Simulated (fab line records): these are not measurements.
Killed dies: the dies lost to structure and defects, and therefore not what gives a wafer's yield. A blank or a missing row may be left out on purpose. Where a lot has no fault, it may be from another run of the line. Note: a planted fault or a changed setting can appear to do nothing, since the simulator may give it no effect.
Which tool did it? :: flow rit-cmos :: 15 lots with 45 wafers sampled at 2 steps, on a route of 202 steps

WHAT THE GAUGES SHOWED, per wafer
Not one reading of a measure or inspect step in the record can be checked against a usual standard deviation.

EACH LOT AND THE TOOL THAT RAN IT (in order: tool; ch and the chambers of the sampled wafers; start)
lot: L660
RIT_PWELL_SOFTBAKE_02: litho-track-02 ch 0, day 2 08:11
RIT_M1_PROBE_99: -

lot: L661
RIT_PWELL_SOFTBAKE_02: litho-track-04 ch 0, day 2 12:03
RIT_M1_PROBE_99: -

lot: L662
RIT_PWELL_SOFTBAKE_02: litho-track-04 ch 0, day 2 13:33
RIT_M1_PROBE_99: -

lot: L663
RIT_PWELL_SOFTBAKE_02: litho-track-03 ch 0, day 2 21:13
RIT_M1_PROBE_99: -

lot: L664
RIT_PWELL_SOFTBAKE_02: litho-track-03 ch 0, day 3 01:34
RIT_M1_PROBE_99: -

lot: L665
RIT_PWELL_SOFTBAKE_02: litho-track-02 ch 0, day 3 06:05
RIT_M1_PROBE_99: -

lot: L666
RIT_PWELL_SOFTBAKE_02: litho-track-02 ch 0, day 3 09:37
RIT_M1_PROBE_99: -

lot: L668
RIT_PWELL_SOFTBAKE_02: litho-track-02 ch 0, day 3 21:02
RIT_M1_PROBE_99: -

lot: L670
RIT_PWELL_SOFTBAKE_02: litho-track-02 ch 0, day 4 05:43
RIT_M1_PROBE_99: prober-01, day 5 23:14

lot: L671
RIT_PWELL_SOFTBAKE_02: litho-track-03 ch 0, day 4 10:46
RIT_M1_PROBE_99: -

lot: L672
RIT_PWELL_SOFTBAKE_02: litho-track-02 ch 0, day 4 15:54
RIT_M1_PROBE_99: -

lot: L673
RIT_PWELL_SOFTBAKE_02: litho-track-02 ch 0, day 4 20:43
RIT_M1_PROBE_99: -

lot: L674
RIT_PWELL_SOFTBAKE_02: litho-track-02 ch 0, day 5 03:54
RIT_M1_PROBE_99: prober-01, day 6 17:20

lot: L680
RIT_PWELL_SOFTBAKE_02: litho-track-03 ch 0, day 6 07:10
RIT_M1_PROBE_99: -

lot: L682
RIT_PWELL_SOFTBAKE_02: litho-track-03 ch 0, day 6 17:59
RIT_M1_PROBE_99: -
- RIT_PWELL_SOFTBAKE_02: time 60 s.
- RIT_M1_PROBE_99

WHAT THE TOOLS THEMSELVES READ (means of the sampled wafers that have a number; where no wafer has one, the mark that the record gives instead)
RIT_PWELL_SOFTBAKE_02.
lot: L660
tool: litho-track-02
heater-power-total-W (W): 34.57
plate-temp-C (C): 89.90

lot: L661
tool: litho-track-04
heater-power-total-W (W): 34.55
plate-temp-C (C): 89.94

lot: L662
tool: litho-track-04
heater-power-total-W (W): 34.53
plate-temp-C (C): 89.98

lot: L663
tool: litho-track-03
heater-power-total-W (W): 34.55
plate-temp-C (C): 89.87

lot: L664
tool: litho-track-03
heater-power-total-W (W): 34.57
plate-temp-C (C): 89.93

lot: L665
tool: litho-track-02
heater-power-total-W (W): 34.58
plate-temp-C (C): 89.80

lot: L666
tool: litho-track-02
heater-power-total-W (W): 34.59
plate-temp-C (C): 89.93

lot: L668
tool: litho-track-02
heater-power-total-W (W): 34.57
plate-temp-C (C): 89.94

lot: L670
tool: litho-track-02
heater-power-total-W (W): 34.57
plate-temp-C (C): 90.05

lot: L671
tool: litho-track-03
heater-power-total-W (W): 34.58
plate-temp-C (C): 89.90

lot: L672
tool: litho-track-02
heater-power-total-W (W): 38.51
plate-temp-C (C): 97.14

lot: L673
tool: litho-track-02
heater-power-total-W (W): 38.45
plate-temp-C (C): 97.13

lot: L674
tool: litho-track-02
heater-power-total-W (W): 38.49
plate-temp-C (C): 97.14

lot: L680
tool: litho-track-03
heater-power-total-W (W): 34.56
plate-temp-C (C): 90.07

lot: L682
tool: litho-track-03
heater-power-total-W (W): 34.61
plate-temp-C (C): 90.18

RIT_M1_PROBE_99.
lot: L670
tool: prober-01
killed_at_M0_to_M3: 0.0
killed-at-contacts: 0.0
killed-at-front-end: 8
killed-dies: 8
killed-open: 4.0
killed-short: 4.3

lot: L674
tool: prober-01
killed_at_M0_to_M3: 0.0
killed-at-contacts: 0.0
killed-at-front-end: 8
killed-dies: 8
killed-open: 4.3
killed-short: 3.3

THE ANSWER, worked out from the rows above alone
Rule: the lots themselves supply what counts as usual. The widest of any qualifying gaps counts: lots, ordered by their means at a reading, are off when they make up no more than a third of the lots, leave a main group of 4 or more, and stand apart from it by 3 or more times the standard deviation of that group's means. The tables above print the reading to a certain number of digits; a main group whose means all agree to those digits is not used. A lot without any number at a reading at which 4 lots or more have one is off too. Any other lot the step has rows for is counted as sound. Order of review: gauges by route order, followed by the tools' own readings, for which a lot's mean as printed above is used. At the first step where some lot is off, the reading lying furthest off is the one used; lots without a number count as furthest.
Off: L672, L673, L674 (RIT_PWELL_SOFTBAKE_02, heater-power-total-W). Mean 34.57 W and standard deviation 0.02 in the main group.
A tool fits if, at that step or a process step before it, it ran every lot that is off, and no sound lot after the first of them. One fits: RIT_PWELL_SOFTBAKE_02 on litho-track-02. A fault onset in the window from L670 (day 4 05:43, its last sound lot) to L672 (day 4 15:54, its first lot off) fits.
The tool's own readings at RIT_PWELL_SOFTBAKE_02 bear it out: on the lots that are off they differ by more than 5 times the standard deviation of the sound lots' means. heater-power-total-W reads 38.48 W there against 34.57 W on the sound lots; plate-temp-C reads 97.14 C there against 89.96 C on the sound lots.

WHAT THE SIMULATOR PUT IN
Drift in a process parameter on litho-track-02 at RIT_PWELL_SOFTBAKE_02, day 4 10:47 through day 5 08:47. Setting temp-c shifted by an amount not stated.
Struck lots among those shown: L672, L673, L674. Same finding as the rule above.
